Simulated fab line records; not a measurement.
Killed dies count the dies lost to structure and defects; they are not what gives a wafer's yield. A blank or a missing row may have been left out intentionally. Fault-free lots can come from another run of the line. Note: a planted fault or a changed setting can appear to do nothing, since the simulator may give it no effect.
A lot that was struck, set against a sound lot :: flow rit cmos :: 22 out of 202 route steps
Sound: the wafers L508.4, L508.5, L508.6. Wafers L518.1, L518.3, L518.4 were the ones struck. The cause is named last.
Per side, at each step with rows, come the tool, then ch with its chambers, and then its first start. Under that, the readings that differ: sound wafers :: struck wafers :: difference of the means :: sigmas: that difference in standard deviations of wafers without a fault.
alike: readings whose means differ by less than 2 such deviations, and words and numbers that are the same on both sides. not compared: withheld readings, readings that some wafer has no value for, bounds like >300 that may hide the same value, and numbers for which the record gives no deviation and whose values overlap.
The two part at a step that has a row with sigmas, a row that says differs or no value, or rows on one side only. Numbers that have no deviation but don't overlap get no sigmas and don't part them. Lack of a reading on every wafer of one side parts them only where that side has two or more wafers.

first, 2 steps without rows for these wafers: RIT_NSD_HARDBAKE_07 (time 60 s); RIT_NSD_IMPLANT_08.
RIT_NSD_STRIP_09: strips in O2, time 180 s.
  sound on plasma asher-02 ch 0,1, day 3 10:07; struck on plasma asher-04 ch 0,1, day 5 07:47
  alike: drypump motor current A
  not compared: rf hours counter h
RIT_NSD_TW_MEAS_10:
  sound: film metro-03 at day 3 10:16; struck: film metro-04 at day 5 07:58
  alike: NSD_TW
then, 6 steps without rows for these wafers: RIT_PSD_HMDS_00 (prime time 60 s); RIT_PSD_COAT_01 (resist thk 1000 nm); RIT_PSD_SOFTBAKE_02 (time 60 s); RIT_PSD_EXPOSE_03 (exposes mask M10, target cd 40900 nm); RIT_PSD_PEB_04; RIT_PSD_DEVELOP_05 (develop time 50 s).
RIT_PSD_OVL_MEAS_06:
  sound: overlay-01 at day 3 11:17; struck: overlay-02 at day 5 08:59
  alike: PSD_OVL
then, 1 step without rows for these wafers: RIT_PSD_HARDBAKE_07 (time 60 s).
RIT_PSD_IMPLANT_08:
  sound on implanter-03 ch 0, day 3 11:34; struck on implanter-04 ch 0, day 5 09:11
reading: beam on s (s)
sound: 14.9 14.8 15.1
struck: 20.7 20.0 20.5
difference: +5.5
sigmas: +3

reading: dose ions cm2
sound: 5e+15 5.005e+15 5.002e+15
struck: 9.494e+15 9.491e+15 9.485e+15
difference: +4.488e+15
sigmas: +99 or more

reading: faraday current uA
sound: 10383 10372 10152
struck: 14081 14608 14309
difference: +4030
sigmas: +3
RIT_PSD_STRIP_09: strips in O2, time 180 s.
  sound on plasma asher-02 ch 0,1, day 3 11:42; struck on plasma asher-03 ch 0,1, day 5 09:20
  alike: drypump motor current A
  not compared: rf hours counter h
RIT_PSD_TW_MEAS_10:
  sound: film metro-01 at day 3 11:50; struck: film metro-04 at day 5 09:31
reading: PSD_TW
sound: 3444 3466 3462
struck: 3584 3583 3576
difference: +124
sigmas: +8
then, 3 steps without rows for these wafers: RIT_SDANNEAL_CLEAN_00 (cleans in SC1, time 600 s); RIT_SDANNEAL_CLEAN_01 (cleans in dHF, time 30 s); RIT_SDANNEAL_CLEAN_02 (cleans in SC2, time 600 s).
RIT_SDANNEAL_RTA_03: time 5 s.
  sound on rtp anneal-01 ch 0, day 3 12:17; struck on rtp anneal-01 ch 0, day 5 09:59
  alike: wafer_temp_C_max
RIT_SDANNEAL_RS_MEAS_04: measures by four-point-probe.
  sound: film metro-01 at day 3 12:22; struck: film metro-01 at day 5 10:06
reading: PSD_RS (ohm/sq)
sound: 116.7 116.6 116.7
struck: 108.3 108.1 108.0
difference: -8.5
sigmas: -26
RIT_SDANNEAL_RS_MEAS_05: measures by four-point-probe.
  sound: film metro-01 at day 3 12:29; struck: film metro-01 at day 5 10:13
  alike: NSD_RS
RIT_M1_PROBE_99:
  sound: prober-01 at day 3 19:50; struck: prober-01 at day 5 17:34
  alike: killed at contacts, killed at front end, killed dies, killed open, killed short

## WHERE THEY PART
At RIT_PSD_IMPLANT_08 first; at RIT_SDANNEAL_RS_MEAS_04 last (within this record only). Later steps at which nothing parts them and some readings are alike: RIT_SDANNEAL_RS_MEAS_05, RIT_M1_PROBE_99.

WHY: what had been put in by the simulator
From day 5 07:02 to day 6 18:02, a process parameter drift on implanter-04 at RIT_PSD_IMPLANT_08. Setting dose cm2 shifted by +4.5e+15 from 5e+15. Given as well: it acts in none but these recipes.
